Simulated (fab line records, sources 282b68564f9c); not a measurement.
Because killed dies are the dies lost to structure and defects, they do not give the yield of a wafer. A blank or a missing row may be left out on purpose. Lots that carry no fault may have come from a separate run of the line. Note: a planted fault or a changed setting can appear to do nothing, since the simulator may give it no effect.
fab line records -- flow rit-cmos
record lots=13, wafers=37, last-day=7
route steps=202 shown NWELL@38 PRETRO@73 GATE@95 REOX@102 M1@202
lots that met no fault: taken from a fault-free run of the same line
start-h: the number of hours between the record's first day and the start of the first shown wafer of the lot -- wait-h: time in hours since the lot's previous step -- " identical to the entry in the row above -- L1.1+2: a single row standing in for several wafers -- - no value present, or no start provided -- * or withheld: withheld -- < > ~ a bound
route shown NAME@n: names a module that has steps shown in the file, with the first one's number in the route -- usual: mean/standard deviation taken from wafers without a fault -- same: alike in all rows -- chamber/n: place in a boat -- sites: per-site readings -- _std_site: their standard deviation -- _edge_site: mean of outer sites minus mean of inner sites -- radius-mm: for every site, how far away it sits from the centre of the wafer -- mask NAME#n: copy n -- behind: tool/chamber where the wafer was last shaped -- hold: why the lot was held/for how many hours/how that ended -- device: the transistor (n, p or np) that didn't switch -- end of line: the tests these same wafers got at the end of their route -- where a step has no rows: the recipe by itself -- killed: not the wafer's yield, but the dies lost to structure and defects at the first sort -- map: the dies of a wafer, with x for killed, . for not killed, _ for no die there
set.NAME: setting as actually run; set.NAME@STEP: the setting as run at that earlier step -- model.NAME: the simulator's own value behind a step, which no gauge read
one table for each step of the route and one row for each wafer, over a sample of lots
services: from which hour (start-h, from the record's first day; less than 0 if before it) a tool's chamber was out of use, for how many hours, and why
## steps
# step RIT_NWELL_TW_MEAS_10
# usual NWELL_TW=2120/18
lot.wafer,tool,chamber,start-h,wait-h,NWELL_TW
L385.2,film-metro-02,-,27.97,0.1,2101
L385.5,film-metro-02,-,27.97,0.1,2113
L385.6,film-metro-02,-,27.97,0.1,2101
L386.1,film-metro-02,-,32.80,0.1,2108
L386.4,film-metro-02,-,32.80,0.1,2108
L386.5,film-metro-02,-,32.80,0.1,2113
L389.1,film-metro-02,-,46.78,0.1,2103
L389.4,film-metro-02,-,46.78,0.1,2106
L389.5,film-metro-02,-,46.78,0.1,2104
L390.2,film-metro-03,-,54.12,0.1,2138
L390.4,film-metro-03,-,54.12,0.1,2128
L390.6,film-metro-03,-,54.12,0.1,2136
L393.1,film-metro-02,-,68.79,0.1,2088
L393.3,film-metro-02,-,68.79,0.1,2091
L393.4,film-metro-02,-,68.79,0.1,2076
L394.1,film-metro-01,-,72.97,0.1,2119
L394.2,film-metro-01,-,72.97,0.1,2136
L394.3,film-metro-01,-,72.97,0.1,2127
L395.1,film-metro-02,-,77.70,0.1,2091
L395.3,film-metro-02,-,77.70,0.1,2097
L395.5,film-metro-02,-,77.70,0.1,2100
L396.1,film-metro-03,-,84.04,0.1,2148
L396.4,film-metro-03,-,84.04,0.1,2128
L396.5,film-metro-03,-,84.04,0.1,2133
L397.3,film-metro-03,-,87.87,0.1,2144
L397.5,film-metro-03,-,87.87,0.1,2146
L397.6,film-metro-03,-,87.87,0.1,2142
L399.3,film-metro-03,-,98.42,0.1,2120
L402.1,film-metro-03,-,113.34,0.1,2127
L402.2,film-metro-03,-,113.34,0.1,2124
L402.3,film-metro-03,-,113.34,0.1,2141
L404.1,film-metro-03,-,122.93,0.1,2127
L404.3,film-metro-03,-,122.93,0.1,2140
L404.5,film-metro-03,-,122.93,0.1,2126
L406.1,film-metro-01,-,134.80,0.1,2147
L406.3,film-metro-01,-,134.80,0.1,2140
L406.5,film-metro-01,-,134.80,0.1,2140
# step RIT_PRETRO_STRIP_09
# recipe chemistry=O2, time-s=180, resist=NOVOLAK, platen-temp-c=withheld, power-w=500, pressure-mtorr=4000, o2-flow-sccm=4000
# usual drypump-motor-current-A=5.67/0.28
lot.wafer,tool,chamber,start-h,wait-h,drypump-motor-current-A,rf-hours-counter-h
L385.2,plasma-asher-04,0,38.55,0.1,5.54,24
L385.5,plasma-asher-04,0,38.55,0.1,5.54,-
L385.6,plasma-asher-04,1,38.55,0.1,5.77,-
L386.1,plasma-asher-04,1,43.60,0.1,5.80,25
L386.4,plasma-asher-04,0,43.60,0.1,5.56,-
L386.5,plasma-asher-04,1,43.60,0.1,5.77,-
L389.1,plasma-asher-03,0,62.42,0.1,5.53,40
L389.4,plasma-asher-03,0,62.42,0.1,5.54,-
L389.5,plasma-asher-03,0,62.42,0.1,5.56,-
L390.2,plasma-asher-01,1,65.51,0.1,5.52,42
L390.4,plasma-asher-01,1,65.51,0.1,5.54,-
L390.6,plasma-asher-01,1,65.51,0.1,5.53,-
L393.1,plasma-asher-01,0,79.72,0.1,6.24,44
L393.3,plasma-asher-01,0,79.72,0.1,6.22,-
L393.4,plasma-asher-01,1,79.72,0.1,5.54,-
L394.1,plasma-asher-04,0,83.75,0.1,5.53,27
L394.2,plasma-asher-04,1,83.75,0.1,5.76,27
L394.3,plasma-asher-04,1,83.75,0.1,5.74,-
L395.1,plasma-asher-04,0,87.88,0.1,5.55,28
L395.3,plasma-asher-04,1,87.88,0.1,5.72,-
L395.5,plasma-asher-04,1,87.88,0.1,5.74,-
L396.1,plasma-asher-01,1,94.51,0.1,5.54,46
L396.4,plasma-asher-01,1,94.51,0.1,5.51,-
L396.5,plasma-asher-01,0,94.51,0.1,6.23,-
L397.3,plasma-asher-04,0,98.65,0.1,5.54,-
L397.5,plasma-asher-04,1,98.65,0.1,5.77,-
L397.6,plasma-asher-04,0,98.65,0.1,5.55,-
L399.3,plasma-asher-04,0,108.34,0.1,5.54,-
L402.1,plasma-asher-04,0,124.24,0.1,5.57,32
L402.2,plasma-asher-04,1,124.24,0.1,5.80,32
L402.3,plasma-asher-04,0,124.24,0.1,5.55,-
L404.1,plasma-asher-03,0,133.82,0.1,5.51,2
L404.3,plasma-asher-03,1,133.82,0.1,5.16,-
L404.5,plasma-asher-03,1,133.82,0.1,5.15,-
L406.1,plasma-asher-04,1,146.67,0.1,5.75,34
L406.3,plasma-asher-04,1,146.67,0.1,5.78,-
L406.5,plasma-asher-04,0,146.67,0.1,5.53,-
# step RIT_GATE_ETCH_19
# recipe chemistry=SF6/CHF3/O2, time-s=165, SF6_flow_sccm=30, CHF3_flow_sccm=30, O2_flow_sccm=5, target=poly-Si, pressure-mtorr=40, rf-w=160, target-depth-a=3125, over-etch-frac=0.25, stop-on=SiO2
# usual SF6_flow_sccm=30.00/0.1, drypump-motor-current-A=5.8/0.37, oes-product-au=0.838/0.014, over-etch-frac=0.25/0, throttle-valve-pct=10.24/0.15
lot.wafer,tool,chamber,start-h,wait-h,SF6_flow_sccm,drypump-motor-current-A,oes-product-au,over-etch-frac,rf-hours-counter-h,throttle-valve-pct
L385.2,rie-si-01,0,46.06,0.1,30.10,5.6,0.833,0.25,51,10.44
L385.5,rie-si-01,0,46.06,0.1,29.90,5.7,0.832,0.25,-,10.45
L385.6,rie-si-01,3,46.06,0.1,29.96,5.5,0.828,0.25,-,10.09
L386.1,rie-si-02,0,53.54,0.1,30.05,5.9,0.850,0.25,46,10.38
L386.4,rie-si-02,1,53.54,0.1,30.20,5.5,0.830,0.25,86,10.03
L386.5,rie-si-02,1,53.54,0.1,30.25,5.5,0.839,0.25,-,10.02
L389.1,rie-si-01,0,69.32,0.1,29.96,5.6,0.841,0.25,51,10.45
L389.4,rie-si-01,3,69.32,0.1,29.94,5.6,0.830,0.25,144,10.07
L389.5,rie-si-01,1,69.32,0.1,30.05,6.3,0.820,0.25,-,10.16
L390.2,rie-si-02,2,72.11,0.1,30.06,5.6,0.858,0.25,25,10.37
L390.4,rie-si-02,1,72.11,0.1,30.00,5.5,0.831,0.25,86,10.00
L390.6,rie-si-02,1,72.11,0.1,30.06,5.6,0.838,0.25,-,10.03
L393.1,rie-si-01,2,86.83,0.1,30.01,6.4,0.833,0.25,1,10.18
L393.3,rie-si-01,3,86.83,0.1,30.04,5.5,0.821,0.25,144,10.07
L393.4,rie-si-01,1,86.83,0.1,30.09,6.3,0.818,0.25,61,10.14
L394.1,rie-si-02,1,88.78,0.1,29.92,5.5,0.835,0.25,87,10.03
L394.2,rie-si-02,2,88.78,0.1,30.02,5.6,0.851,0.25,25,10.36
L394.3,rie-si-02,3,88.78,0.1,30.26,5.3,0.852,0.25,90,10.23
L395.1,rie-si-01,3,95.88,0.1,29.99,5.5,0.823,0.25,144,10.07
L395.3,rie-si-01,1,95.88,0.1,29.88,6.3,0.823,0.25,62,10.14
L395.5,rie-si-01,0,95.88,0.1,29.95,5.7,0.836,0.25,-,10.46
L396.1,rie-si-02,1,101.37,0.1,30.08,5.6,0.826,0.25,87,10.03
L396.4,rie-si-02,0,101.37,0.1,29.92,5.8,0.853,0.25,46,10.40
L396.5,rie-si-02,0,101.37,0.1,29.97,5.8,0.844,0.25,-,10.37
L397.3,rie-si-01,2,103.89,0.1,29.88,6.4,0.839,0.25,1,10.16
L397.5,rie-si-01,2,103.89,0.1,29.79,6.4,0.837,0.25,-,10.15
L397.6,rie-si-01,1,103.89,0.1,30.02,6.3,0.824,0.25,-,10.17
L399.3,rie-si-01,2,116.55,0.1,29.99,6.4,0.815,0.31888,1,10.16
L402.1,rie-si-02,3,132.97,0.1,29.92,5.3,0.845,0.25,91,10.24
L402.2,rie-si-02,0,132.97,0.1,30.09,5.8,0.851,0.25,47,10.39
L402.3,rie-si-02,1,132.97,0.1,29.94,5.6,0.829,0.25,87,10.01
L404.1,rie-si-02,0,141.53,0.1,30.07,5.9,0.852,0.25,47,10.38
L404.3,rie-si-02,3,141.53,0.1,30.09,5.3,0.852,0.25,91,10.24
L404.5,rie-si-02,1,141.53,0.1,30.04,5.6,0.840,0.25,-,10.01
L406.1,rie-si-02,0,154.91,0.1,30.08,5.8,0.848,0.25,47,10.39
L406.3,rie-si-02,2,154.91,0.1,30.04,5.6,0.838,0.25,26,10.36
L406.5,rie-si-02,0,154.91,0.1,30.03,5.8,0.841,0.25,-,10.37
# step RIT_REOX_THK_MEAS_04
# recipe reads=SiO2_of_REOX_OXIDATION_03
# usual REOX_OXIDE_THK=25.2/0.39
lot.wafer,tool,chamber,start-h,wait-h,REOX_OXIDE_THK[nm]
L385.2,film-metro-02,-,49.78,0.0,25.3
L385.5,film-metro-02,-,49.78,0.0,25.4
L385.6,film-metro-02,-,49.78,0.0,25.4
L386.1,film-metro-01,-,57.03,0.0,24.7
L386.4,film-metro-01,-,57.03,0.0,24.9
L386.5,film-metro-01,-,57.03,0.0,24.7
L389.1,film-metro-03,-,72.64,0.0,25.3
L389.4,film-metro-03,-,72.64,0.0,25.7
L389.5,film-metro-03,-,72.64,0.0,25.7
L390.2,film-metro-03,-,75.44,0.0,25.1
L390.4,film-metro-03,-,75.44,0.0,25.3
L390.6,film-metro-03,-,75.44,0.0,25.1
L393.1,film-metro-01,-,90.18,0.0,26.3
L393.3,film-metro-01,-,90.18,0.0,25.8
L393.4,film-metro-01,-,90.18,0.0,25.6
L394.1,film-metro-01,-,92.73,0.0,24.7
L394.2,film-metro-01,-,92.73,0.0,24.6
L394.3,film-metro-01,-,92.73,0.0,24.5
L395.1,film-metro-01,-,99.72,0.0,24.9
L395.3,film-metro-01,-,99.72,0.0,25.2
L395.5,film-metro-01,-,99.72,0.0,24.7
L396.1,film-metro-02,-,104.70,0.0,25.9
L396.4,film-metro-02,-,104.70,0.0,25.2
L396.5,film-metro-02,-,104.70,0.0,25.6
L397.3,film-metro-02,-,107.52,0.0,25.2
L397.5,film-metro-02,-,107.52,0.0,25.3
L397.6,film-metro-02,-,107.52,0.0,25.5
L399.3,film-metro-01,-,121.51,0.0,25.2
L402.1,film-metro-03,-,136.33,0.0,24.9
L402.2,film-metro-03,-,136.33,0.0,25.1
L402.3,film-metro-03,-,136.33,0.0,25.0
L404.1,film-metro-03,-,146.70,0.0,25.4
L404.3,film-metro-03,-,146.70,0.0,25.3
L404.5,film-metro-03,-,146.70,0.0,25.1
L406.1,film-metro-03,-,158.26,0.0,25.0
L406.3,film-metro-03,-,158.26,0.0,24.8
L406.5,film-metro-03,-,158.26,0.0,24.8
# step RIT_M1_PROBE_99
# usual defect-limited-yield=97.4/1.2, killed-at-contacts=0.0/0.22, killed-at-front-end=7/3, killed-dies=7/3.1, killed-open=3.4/2.1, killed-short=3.4/2, sort_bin_3_pad_short=0.1/0.23, sort_bin_5_function=1.5/0.76, sort_bin_6_memory=1.0/0.74, sort-n-pass=257/3.1, sort-yield-pct=97.4/1.2
# same gross-dies=264, killed_at_M0_to_M3=0, killed_at_M4_up=0, killed-at-back-side=0, killed-at-other=0
lot.wafer,tool,chamber,start-h,wait-h,defect-limited-yield[%],killed-at-contacts,killed-at-front-end,killed-dies,killed-open,killed-short,sort_bin_3_pad_short[%],sort_bin_5_function[%],sort_bin_6_memory[%],sort-n-pass,sort-yield-pct[%]
L385.2,prober-02,-,69.30,0.1,98.1,1,4,5,3,2,0,1.1,0.8,259,98.1
L385.5,prober-02,-,69.45,0.2,97.7,0,6,6,3,3,0,1.1,1.1,258,97.7
L385.6,prober-02,-,69.50,0.2,98.1,0,5,5,4,1,0,1.9,0,259,98.1
L386.1,prober-01,-,73.53,0.1,98.1,0,5,5,4,1,0,0.4,1.5,259,98.1
L386.4,prober-01,-,73.68,0.2,97.3,0,7,7,4,3,0,1.1,1.5,257,97.3
L386.5,prober-01,-,73.73,0.2,97.3,0,7,7,3,4,0,2.7,0,257,97.3
L389.1,prober-02,-,90.06,0.1,96.2,0,10,10,5,5,0.4,1.1,2.3,254,96.2
L389.4,prober-02,-,90.21,0.2,97.7,0,6,6,4,2,0.4,1.9,0,258,97.7
L389.5,prober-02,-,90.26,0.2,98.1,0,5,5,2,3,0.4,0.8,0.8,259,98.1
L390.2,prober-01,-,92.06,0.1,95.8,0,11,11,7,4,0.4,2.3,1.5,253,95.8
L390.4,prober-01,-,92.16,0.2,97.0,0,8,8,4,4,0,1.5,1.5,256,97.0
L390.6,prober-01,-,92.26,0.2,97.0,0,8,8,5,3,0,2.3,0.8,256,97.0
L393.1,prober-02,-,108.09,0.1,97.7,0,6,6,3,3,0,1.9,0.4,258,97.7
L393.3,prober-02,-,108.19,0.2,97.7,0,6,6,2,4,0.4,0.4,1.5,258,97.7
L393.4,prober-02,-,108.24,0.2,95.1,0,13,13,5,8,0,1.9,3.0,251,95.1
L394.1,prober-01,-,109.64,0.1,96.6,0,9,9,6,3,0,3.0,0.4,255,96.6
L394.2,prober-01,-,109.69,0.1,97.0,0,8,8,3,5,0,1.9,1.1,256,97.0
L394.3,prober-01,-,109.74,0.2,97.0,0,8,8,6,2,0,1.5,1.5,256,97.0
L395.1,prober-02,-,117.04,0.1,98.1,0,5,5,4,1,0,1.1,0.8,259,98.1
L395.3,prober-02,-,117.14,0.2,96.2,0,10,10,5,5,1.1,1.5,1.1,254,96.2
L395.5,prober-02,-,117.24,0.2,97.7,0,6,6,1,5,0,0.8,1.5,258,97.7
L396.1,prober-01,-,121.36,0.1,97.0,0,8,8,3,5,0,1.5,1.5,256,97.0
L396.4,prober-01,-,121.51,0.2,99.6,0,1,1,0,1,0,0.4,0,263,99.6
L396.5,prober-01,-,121.56,0.2,99.2,0,2,2,1,1,0,0.8,0,262,99.2
L397.3,prober-02,-,124.60,0.2,97.7,0,6,6,2,4,0.4,0.8,1.1,258,97.7
L397.5,prober-02,-,124.70,0.2,97.7,0,6,6,4,2,0,1.5,0.8,258,97.7
L397.6,prober-02,-,124.75,0.2,96.6,1,8,9,6,3,0,2.3,1.1,255,96.6
L402.1,prober-01,-,153.00,0.1,97.7,0,6,6,2,4,0,1.9,0.4,258,97.7
L402.2,prober-01,-,153.05,0.1,98.9,0,3,3,3,0,0,0,1.1,261,98.9
L402.3,prober-01,-,153.10,0.2,98.1,0,5,5,1,4,0,0.4,1.5,259,98.1
L404.1,prober-01,-,162.99,0.1,98.9,0,3,3,2,1,0,0.8,0.4,261,98.9
L404.3,prober-01,-,163.09,0.2,97.7,0,6,6,3,3,0,1.5,0.8,258,97.7
L404.5,prober-01,-,163.19,0.2,96.6,0,9,9,1,8,0.4,2.7,0.4,255,96.6
L406.1,prober-01,-,175.37,0.1,98.9,0,3,3,1,2,0,0.4,0.8,261,98.9
L406.3,prober-01,-,175.47,0.2,99.2,0,2,2,0,2,0,0,0.8,262,99.2
L406.5,prober-01,-,175.57,0.2,97.0,0,8,8,1,7,0,2.3,0.8,256,97.0
# killed by level:class
L385.2 FOX1:geometric-particle:short=1 GATE:geometric-particle:open=1 GATE:geometric-particle:short=1 REOX:geometric-particle:open=1 CONTACT:geometric-particle:open=1
L385.5 FOX1:geometric-particle:short=2 GATE:geometric-particle:open=2 SPACER:geometric-particle:open=1 SILICIDE:geometric-particle:short=1
L385.6 GATE:geometric-particle:open=2 SILICIDE:geometric-particle:open=2 REOX:geometric-particle:short=1
L386.1 GATE:geometric-particle:open=2 FOX1:geometric-particle:open=1 FOX2:geometric-particle:open=1 SPACER:geometric-particle:short=1
L386.4 FOX2:geometric-particle:short=3 GATE:geometric-particle:open=2 REOX:geometric-particle:open=2
L386.5 SILICIDE:geometric-particle:short=2 FOX1:geometric-particle:open=1 FOX2:geometric-particle:short=1 GATE:geometric-particle:open=1 GATE:geometric-particle:short=1 SPACER:geometric-particle:open=1
L389.1 SILICIDE:geometric-particle:open=3 GATE:geometric-particle:short=2 REOX:geometric-particle:short=2 FOX2:geometric-particle:open=1 REOX:geometric-particle:open=1 SILICIDE:geometric-particle:short=1
L389.4 REOX:geometric-particle:open=2 GATE:geometric-particle:open=1 GATE:geometric-particle:short=1 REOX:geometric-particle:short=1 SILICIDE:geometric-particle:open=1
L389.5 FOX1:geometric-particle:open=1 REOX:geometric-particle:short=1 SPACER:geometric-particle:open=1 SPACER:geometric-particle:short=1 SILICIDE:geometric-particle:short=1
L390.2 FOX1:geometric-particle:open=3 GATE:geometric-particle:open=3 SPACER:geometric-particle:short=2 GATE:geometric-particle:short=1 REOX:geometric-particle:short=1 SPACER:geometric-particle:open=1
L390.4 FOX1:geometric-particle:short=2 GATE:geometric-particle:short=2 FOX1:geometric-particle:open=1 FOX2:geometric-particle:open=1 GATE:geometric-particle:open=1 SILICIDE:geometric-particle:open=1
L390.6 GATE:geometric-particle:open=2 REOX:geometric-particle:short=2 FOX1:geometric-particle:open=1 GATE:geometric-particle:short=1 SPACER:geometric-particle:open=1 SILICIDE:geometric-particle:open=1
L393.1 GATE:geometric-particle:open=3 FOX1:geometric-particle:short=1 GATE:geometric-particle:short=1 SILICIDE:geometric-particle:short=1
L393.3 GATE:geometric-particle:short=3 FOX1:geometric-particle:open=1 GATE:geometric-particle:open=1 SILICIDE:geometric-particle:short=1
L393.4 GATE:geometric-particle:short=5 FOX1:geometric-particle:open=2 GATE:geometric-particle:open=2 FOX2:geometric-particle:short=1 REOX:geometric-particle:short=1 SILICIDE:geometric-particle:open=1 SILICIDE:geometric-particle:short=1
L394.1 GATE:geometric-particle:open=2 SPACER:geometric-particle:short=2 SILICIDE:geometric-particle:open=2 GATE:geometric-particle:short=1 REOX:geometric-particle:open=1 SPACER:geometric-particle:open=1
L394.2 GATE:geometric-particle:short=3 FOX1:geometric-particle:open=1 REOX:geometric-particle:open=1 SPACER:geometric-particle:short=1 SILICIDE:geometric-particle:open=1 SILICIDE:geometric-particle:short=1
L394.3 GATE:geometric-particle:open=4 FOX1:geometric-particle:open=1 FOX2:geometric-particle:open=1 GATE:geometric-particle:short=1 SILICIDE:geometric-particle:short=1
L395.1 GATE:geometric-particle:open=3 REOX:geometric-particle:open=1 SILICIDE:geometric-particle:short=1
L395.3 GATE:geometric-particle:open=3 REOX:geometric-particle:short=2 FOX1:geometric-particle:open=1 GATE:geometric-particle:short=1 SPACER:geometric-particle:short=1 SILICIDE:geometric-particle:open=1 SILICIDE:geometric-particle:short=1
L395.5 GATE:geometric-particle:short=3 FOX1:geometric-particle:short=1 SPACER:geometric-particle:open=1 SILICIDE:geometric-particle:short=1
L396.1 REOX:geometric-particle:open=2 SILICIDE:geometric-particle:short=2 FOX1:geometric-particle:short=1 FOX1:geometric-particle:open=1 GATE:geometric-particle:short=1 REOX:geometric-particle:short=1
L396.4 GATE:geometric-particle:short=1
L396.5 REOX:geometric-particle:short=1 SILICIDE:geometric-particle:open=1
L397.3 REOX:geometric-particle:short=2 SPACER:geometric-particle:short=2 FOX2:geometric-particle:open=1 SPACER:geometric-particle:open=1
L397.5 GATE:geometric-particle:open=3 SPACER:geometric-particle:short=2 SPACER:geometric-particle:open=1
L397.6 GATE:geometric-particle:open=3 FOX2:geometric-particle:open=1 GATE:geometric-particle:short=1 REOX:geometric-particle:open=1 SPACER:geometric-particle:short=1 SILICIDE:geometric-particle:open=1 CONTACT:geometric-particle:short=1
L402.1 SILICIDE:geometric-particle:short=2 FOX1:geometric-particle:short=1 FOX2:geometric-particle:open=1 FOX2:geometric-particle:short=1 GATE:geometric-particle:open=1
L402.2 FOX2:geometric-particle:open=1 GATE:geometric-particle:open=1 SILICIDE:geometric-particle:open=1
L402.3 SILICIDE:geometric-particle:short=2 FOX1:geometric-particle:short=1 SPACER:geometric-particle:short=1 SILICIDE:geometric-particle:open=1
L404.1 FOX1:geometric-particle:open=1 FOX2:geometric-particle:short=1 GATE:geometric-particle:open=1
L404.3 GATE:geometric-particle:short=2 GATE:geometric-particle:open=2 REOX:geometric-particle:open=1 SPACER:geometric-particle:short=1
L404.5 GATE:geometric-particle:short=4 SPACER:geometric-particle:short=2 FOX1:geometric-particle:short=1 REOX:geometric-particle:short=1 SPACER:geometric-particle:open=1
L406.1 FOX1:geometric-particle:short=1 FOX1:geometric-particle:open=1 GATE:geometric-particle:short=1
L406.3 FOX1:geometric-particle:short=1 GATE:geometric-particle:short=1
L406.5 GATE:geometric-particle:short=3 FOX1:geometric-particle:short=2 SPACER:geometric-particle:short=2 FOX1:geometric-particle:open=1
## services
tool,chamber,start-h,hours,kind
rie-si-02,2,15.74,6.3,repair
rie-si-02,0,29.70,3.4,repair
plasma-asher-04,-,66.03,15.6,pm
rie-si-01,1,77.24,2.1,repair
rie-si-02,3,96.25,3.9,repair
rie-si-01,0,104.45,7.1,repair
plasma-asher-03,-,108.75,9.0,pm
plasma-asher-03,0,108.75,9.0,vent-cycle
plasma-asher-03,1,108.75,9.0,vent-cycle
plasma-asher-03,0,117.75,-,clean
plasma-asher-03,1,117.75,-,clean
plasma-asher-03,-,138.30,0.8,repair
plasma-asher-03,-,142.61,4.9,repair
rie-si-02,-,142.67,10.4,repair
## key
first-sign step=RIT_GATE_ETCH_19, reading=over-etch-frac, direction=up, sigmas=99+, usual=0.25, struck=0.31888
effect none on later readings
met-at RIT_GATE_ETCH_19
struck-lots L399
struck-wafers L399.3
rows-end L399.3
not-acting-at RIT_NWELL_TW_MEAS_10,RIT_PRETRO_STRIP_09,RIT_REOX_THK_MEAS_04
onset-between 103.89 116.55
fault kind=process-parameter-drift, tool=rie-si-01, chamber=2, onset-h=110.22, steps=RIT_GATE_ETCH_19, channel=over-etch-frac, offset=0.06888, shape=step, end-h=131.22, stated=0.25
# rows-end: these wafers met a further fault down the route, and their rows from its step on are left out
